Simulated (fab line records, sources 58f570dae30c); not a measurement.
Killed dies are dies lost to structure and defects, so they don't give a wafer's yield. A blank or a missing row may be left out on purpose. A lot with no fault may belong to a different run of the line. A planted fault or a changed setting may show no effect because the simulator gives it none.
Split-lot experiment :: flow berkeley-cmos170 :: 23 wafers read from 5 lots, route of 331 steps

ABOUT THE SPLIT
At UCB170_M3_PEB_13, the setting peb-temp-c was moved away from the recipe's 130 C on 10 of the 23 wafers read, by -1.0% to +2.1%. For the rest of the wafers, this setting stayed at what the recipe calls for.

FROM THE SPLIT ON TO THE READING: in between, the file shows 1 step
- UCB170_M3_DEVELOP_14: develop time 45 s

THE READING
Shown in nm: cd-nm at UCB170_M3_CD_MEAS_15, with target cd 700 nm. Fault-free wafers of this fab line usually give 699.9 nm, standard deviation 1.3 nm.

wafer: L076.1
tool, chamber at the split: litho-track-02, 0
peb-temp-c as run, C: 130
against the recipe: recipe
cd-nm, nm: 699.4
against lot-mates on the recipe: -

wafer: L076.2
tool, chamber at the split: litho-track-02, 0
peb-temp-c as run, C: 128.7
against the recipe: -1.0%
cd-nm, nm: 708.2
against lot-mates on the recipe: +8.9

wafer: L076.3
tool, chamber at the split: litho-track-02, 0
peb-temp-c as run, C: 128.7
against the recipe: -1.0%
cd-nm, nm: 708.4
against lot-mates on the recipe: +9.1

wafer: L076.5
tool, chamber at the split: litho-track-02, 0
peb-temp-c as run, C: 130
against the recipe: recipe
cd-nm, nm: 699.2
against lot-mates on the recipe: -

wafer: L076.6
tool, chamber at the split: litho-track-02, 0
peb-temp-c as run, C: 128.7
against the recipe: -1.0%
cd-nm, nm: 708.5
against lot-mates on the recipe: +9.2

wafer: L079.1
tool, chamber at the split: litho-track-02, 0
peb-temp-c as run, C: 128.8
against the recipe: -0.9%
cd-nm, nm: 709.3
against lot-mates on the recipe: +9.3

wafer: L079.2
tool, chamber at the split: litho-track-02, 0
peb-temp-c as run, C: 130
against the recipe: recipe
cd-nm, nm: 700.1
against lot-mates on the recipe: -

wafer: L079.3
tool, chamber at the split: litho-track-02, 0
peb-temp-c as run, C: 130
against the recipe: recipe
cd-nm, nm: 699.9
against lot-mates on the recipe: -

wafer: L079.4
tool, chamber at the split: litho-track-02, 0
peb-temp-c as run, C: 130
against the recipe: recipe
cd-nm, nm: 699.9
against lot-mates on the recipe: -

wafer: L079.6
tool, chamber at the split: litho-track-02, 0
peb-temp-c as run, C: 128.8
against the recipe: -0.9%
cd-nm, nm: 708.7
against lot-mates on the recipe: +8.7

wafer: L080.1
tool, chamber at the split: litho-track-02, 0
peb-temp-c as run, C: 130
against the recipe: recipe
cd-nm, nm: 700.1
against lot-mates on the recipe: -

wafer: L080.2
tool, chamber at the split: litho-track-02, 0
peb-temp-c as run, C: 130
against the recipe: recipe
cd-nm, nm: 699.7
against lot-mates on the recipe: -

wafer: L080.4
tool, chamber at the split: litho-track-02, 0
peb-temp-c as run, C: 131.2
against the recipe: +0.9%
cd-nm, nm: 692.0
against lot-mates on the recipe: -7.9

wafer: L080.5
tool, chamber at the split: litho-track-02, 0
peb-temp-c as run, C: 131.2
against the recipe: +0.9%
cd-nm, nm: 691.5
against lot-mates on the recipe: -8.4

wafer: L080.6
tool, chamber at the split: litho-track-02, 0
peb-temp-c as run, C: 131.2
against the recipe: +0.9%
cd-nm, nm: 692.4
against lot-mates on the recipe: -7.5

wafer: L081.1
tool, chamber at the split: litho-track-02, 0
peb-temp-c as run, C: 130
against the recipe: recipe
cd-nm, nm: 702.6
against lot-mates on the recipe: -

wafer: L081.4
tool, chamber at the split: litho-track-02, 0
peb-temp-c as run, C: 130
against the recipe: recipe
cd-nm, nm: 700.9
against lot-mates on the recipe: -

wafer: L081.5
tool, chamber at the split: litho-track-02, 0
peb-temp-c as run, C: 130
against the recipe: recipe
cd-nm, nm: 702.2
against lot-mates on the recipe: -

wafer: L082.1
tool, chamber at the split: litho-track-01, 0
peb-temp-c as run, C: 130
against the recipe: recipe
cd-nm, nm: 699.2
against lot-mates on the recipe: -

wafer: L082.2
tool, chamber at the split: litho-track-01, 0
peb-temp-c as run, C: 132.7
against the recipe: +2.1%
cd-nm, nm: 683.3
against lot-mates on the recipe: -16.2

wafer: L082.3
tool, chamber at the split: litho-track-01, 0
peb-temp-c as run, C: 132.7
against the recipe: +2.1%
cd-nm, nm: 685.5
against lot-mates on the recipe: -14.0

wafer: L082.4
tool, chamber at the split: litho-track-01, 0
peb-temp-c as run, C: 130
against the recipe: recipe
cd-nm, nm: 699.0
against lot-mates on the recipe: -

wafer: L082.6
tool, chamber at the split: litho-track-01, 0
peb-temp-c as run, C: 130
against the recipe: recipe
cd-nm, nm: 700.2
against lot-mates on the recipe: -

FIT RESULTS
A straight line over all 23 wafers: cd-nm changes by -8.14 nm for each +1% of peb-temp-c; r = -0.99; the points scatter about the line by 1.1 nm.
The same after taking each lot's own level away (the mean of its wafers on the recipe; 23 wafers): -8.13 nm for each +1%; r = -0.99; scatter 0.9 nm.
According to that fit, moving peb-temp-c by its largest amount changes the reading by 17 nm.
Measured against the standard deviation above, the lots' own levels, which go from 699.30 to 701.90 nm, span 2.0 times it.
Hence the lot-to-lot level has little effect on the slope; both slopes agree.
Check: -16.7 nm against its lot-mates is what the line predicts for one of the wafers moved furthest among these (+2.1%) when that wafer is left out of the fit. It came out at -16.2 nm against them.

ADDITIONAL SPLITS CARRIED BY THESE WAFERS
These wafers also went through other splits before the reading. Each is held against what the fit with the lots' levels taken away leaves over:
other split on the same wafers: UCB170_CONTACT_CVD_01 temp-c
wafers away from the commonest value: 18
r with cd-nm (lot level and that fit taken away): -0.08

other split on the same wafers: UCB170_CONTACT_PEB_13 peb-temp-c
wafers away from the commonest value: 7
r with cd-nm (lot level and that fit taken away): -0.04

other split on the same wafers: UCB170_M1_COAT_04 resist-thk-nm
wafers away from the commonest value: 6
r with cd-nm (lot level and that fit taken away): -0.14

other split on the same wafers: UCB170_V1_CVD_00 time-s
wafers away from the commonest value: 8
r with cd-nm (lot level and that fit taken away): +0.11

other split on the same wafers: UCB170_M2_COAT_10 resist-thk-nm
wafers away from the commonest value: 9
r with cd-nm (lot level and that fit taken away): -0.04

other split on the same wafers: UCB170_M3_SPUTTER_01 time-s
wafers away from the commonest value: 7
r with cd-nm (lot level and that fit taken away): +0.18

THE WHOLE CHAIN: every reading that the file lists as answering this split, in the file's order
step: UCB170_M3_CD_MEAS_15
what it does: target cd 700 nm
reading: cd-nm
change (the file's fit): -7.98 nm for each +1% of the setting
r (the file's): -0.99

step: UCB170_M3_ETCH_17
what it does: etches BARC in N2/H2
reading: M3.cd-nm (the simulator's own value, which no gauge read)
change (the file's fit): -8.15 nm for each +1% of the setting
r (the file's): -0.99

THE FILE'S OWN FIT
cd-nm changes by -7.98 nm for each +1% of peb-temp-c, r = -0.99.
